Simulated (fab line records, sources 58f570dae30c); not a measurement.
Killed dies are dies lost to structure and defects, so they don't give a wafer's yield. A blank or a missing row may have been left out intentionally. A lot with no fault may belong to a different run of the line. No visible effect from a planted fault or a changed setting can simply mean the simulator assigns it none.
Split-lot experiment || flow berkeley cmos170 || 23 wafers read from 5 lots, route of 331 steps

== THE SPLIT ITSELF ==
At UCB170_GATE_PEB_10, the setting peb temp c was moved away from the recipe's 130 C on 9 of the 23 wafers read, by -0.8% to +2.8%. For the rest of the wafers, this setting stayed at what the recipe calls for.

== FROM THE SPLIT TO THE READING: what the file shows between them, 5 steps ==
- UCB170_GATE_DEVELOP_11: develop time 45 s
- UCB170_GATE_CD_MEAS_12: target cd 350 nm
- UCB170_GATE_ETCH_14: etches BARC in N2/H2
- UCB170_GATE_ETCH_15: etches poly-Si in HBr/Cl2, stops on SiO2, time 54.5 s, target depth 278.2 nm
- UCB170_GATE_STRIP_16: strips in O2

== THE READING ==
cd nm, in nm, at UCB170_GATE_CD_MEAS_90 (target cd 350 nm). Typical for fault-free wafers on this fab line: 350.2 nm, with standard deviation 1.5 nm.

{"wafer": "L075.3", "tool, chamber at the split": "litho track-01, 0", "peb temp c as run, C": 130, "against the recipe": "recipe", "cd nm, nm": 346.3, "against lot-mates on the recipe": "-"}
{"wafer": "L075.4", "tool, chamber at the split": "litho track-01, 0", "peb temp c as run, C": 130, "against the recipe": "recipe", "cd nm, nm": 346.8, "against lot-mates on the recipe": "-"}
{"wafer": "L075.5", "tool, chamber at the split": "litho track-01, 0", "peb temp c as run, C": 130, "against the recipe": "recipe", "cd nm, nm": 348.7, "against lot-mates on the recipe": "-"}
{"wafer": "L079.1", "tool, chamber at the split": "litho track-01, 0", "peb temp c as run, C": 130, "against the recipe": "recipe", "cd nm, nm": 348.9, "against lot-mates on the recipe": "-"}
{"wafer": "L079.2", "tool, chamber at the split": "litho track-01, 0", "peb temp c as run, C": 130, "against the recipe": "recipe", "cd nm, nm": 350.4, "against lot-mates on the recipe": "-"}
{"wafer": "L079.3", "tool, chamber at the split": "litho track-01, 0", "peb temp c as run, C": 130, "against the recipe": "recipe", "cd nm, nm": 347.9, "against lot-mates on the recipe": "-"}
{"wafer": "L079.4", "tool, chamber at the split": "litho track-01, 0", "peb temp c as run, C": 130, "against the recipe": "recipe", "cd nm, nm": 346.6, "against lot-mates on the recipe": "-"}
{"wafer": "L079.6", "tool, chamber at the split": "litho track-01, 0", "peb temp c as run, C": 130, "against the recipe": "recipe", "cd nm, nm": 349.1, "against lot-mates on the recipe": "-"}
{"wafer": "L082.1", "tool, chamber at the split": "litho track-04, 0", "peb temp c as run, C": 133.6, "against the recipe": "+2.8%", "cd nm, nm": 332.3, "against lot-mates on the recipe": -19.2}
{"wafer": "L082.2", "tool, chamber at the split": "litho track-04, 0", "peb temp c as run, C": 133.6, "against the recipe": "+2.8%", "cd nm, nm": 332.1, "against lot-mates on the recipe": -19.4}
{"wafer": "L082.3", "tool, chamber at the split": "litho track-04, 0", "peb temp c as run, C": 130, "against the recipe": "recipe", "cd nm, nm": 351.9, "against lot-mates on the recipe": "-"}
{"wafer": "L082.5", "tool, chamber at the split": "litho track-04, 0", "peb temp c as run, C": 133.6, "against the recipe": "+2.8%", "cd nm, nm": 332.1, "against lot-mates on the recipe": -19.4}
{"wafer": "L082.6", "tool, chamber at the split": "litho track-04, 0", "peb temp c as run, C": 130, "against the recipe": "recipe", "cd nm, nm": 351.2, "against lot-mates on the recipe": "-"}
{"wafer": "L084.1", "tool, chamber at the split": "litho track-04, 0", "peb temp c as run, C": 132.3, "against the recipe": "+1.8%", "cd nm, nm": 337.3, "against lot-mates on the recipe": -12.3}
{"wafer": "L084.3", "tool, chamber at the split": "litho track-04, 0", "peb temp c as run, C": 132.3, "against the recipe": "+1.8%", "cd nm, nm": 336.1, "against lot-mates on the recipe": -13.5}
{"wafer": "L084.4", "tool, chamber at the split": "litho track-04, 0", "peb temp c as run, C": 132.3, "against the recipe": "+1.8%", "cd nm, nm": 338.2, "against lot-mates on the recipe": -11.4}
{"wafer": "L084.5", "tool, chamber at the split": "litho track-04, 0", "peb temp c as run, C": 130, "against the recipe": "recipe", "cd nm, nm": 350.2, "against lot-mates on the recipe": "-"}
{"wafer": "L084.6", "tool, chamber at the split": "litho track-04, 0", "peb temp c as run, C": 130, "against the recipe": "recipe", "cd nm, nm": 349.1, "against lot-mates on the recipe": "-"}
{"wafer": "L085.1", "tool, chamber at the split": "litho track-04, 0", "peb temp c as run, C": 129, "against the recipe": "-0.8%", "cd nm, nm": 358.2, "against lot-mates on the recipe": "+7.3"}
{"wafer": "L085.3", "tool, chamber at the split": "litho track-04, 0", "peb temp c as run, C": 130, "against the recipe": "recipe", "cd nm, nm": 350.8, "against lot-mates on the recipe": "-"}
{"wafer": "L085.4", "tool, chamber at the split": "litho track-04, 0", "peb temp c as run, C": 129, "against the recipe": "-0.8%", "cd nm, nm": 358.4, "against lot-mates on the recipe": "+7.5"}
{"wafer": "L085.5", "tool, chamber at the split": "litho track-04, 0", "peb temp c as run, C": 130, "against the recipe": "recipe", "cd nm, nm": 350.9, "against lot-mates on the recipe": "-"}
{"wafer": "L085.6", "tool, chamber at the split": "litho track-04, 0", "peb temp c as run, C": 129, "against the recipe": "-0.8%", "cd nm, nm": 358.6, "against lot-mates on the recipe": "+7.8"}

FIT RESULTS
A straight line over all 23 wafers: cd nm changes by -6.89 nm for each +1% of peb temp c; r = -0.97; the points scatter about the line by 2 nm.
The same after taking each lot's own level away (the mean of its wafers on the recipe; 23 wafers): -7.29 nm for each +1%; r = -0.99; scatter 1.1 nm.
According to that fit, moving peb temp c by its largest amount changes the reading by 20 nm.
The lots' own levels span 347.27 to 351.55 nm, that is 2.9 times the standard deviation above.
Hence the lot-to-lot level has little effect on the slope; both slopes agree.
Check: with one of the wafers moved furthest among these (+2.8%) left out of the fit, the line predicts -19.9 nm for it against its lot-mates. Against them it came out at -19.2 nm.

== THE OTHER SPLITS THESE WAFERS WENT THROUGH ==
Other splits were also applied to these wafers ahead of the reading. Each is held against what the fit with the lots' levels taken away leaves over:
{"other split on the same wafers": "UCB170_ACTIVE_CVD_05 nh3 flow sccm", "wafers away from the commonest value": 15, "r with cd nm (lot level and that fit taken away)": "+0.14"}
{"other split on the same wafers": "UCB170_PFIELD_EXPOSE_03 dose mj", "wafers away from the commonest value": 4, "r with cd nm (lot level and that fit taken away)": -0.05}
{"other split on the same wafers": "UCB170_FIELD_OXIDATION_01 ox time s", "wafers away from the commonest value": 18, "r with cd nm (lot level and that fit taken away)": -0.06}

== THE WHOLE CHAIN: every reading that the file lists as answering this split, in the file's order ==
{"step": "UCB170_GATE_CD_MEAS_12", "what it does": "target cd 350 nm", "reading": "cd nm", "change (the file's fit)": "-7.35 nm for each +1% of the setting", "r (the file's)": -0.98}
{"step": "UCB170_GATE_ETCH_15", "what it does": "etches poly-Si in HBr/Cl2, stops on SiO2, time 54.5 s, target depth 278.2 nm", "reading": "GATE.cd nm (the simulator's own value, which no gauge read)", "change (the file's fit)": "-7.2 nm for each +1% of the setting", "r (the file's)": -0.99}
{"step": "UCB170_GATE_CD_MEAS_90", "what it does": "target cd 350 nm", "reading": "cd nm", "change (the file's fit)": "-7.15 nm for each +1% of the setting", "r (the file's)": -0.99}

== FILE'S OWN FIT ==
cd nm changes by -7.15 nm for each +1% of peb temp c, r = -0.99.
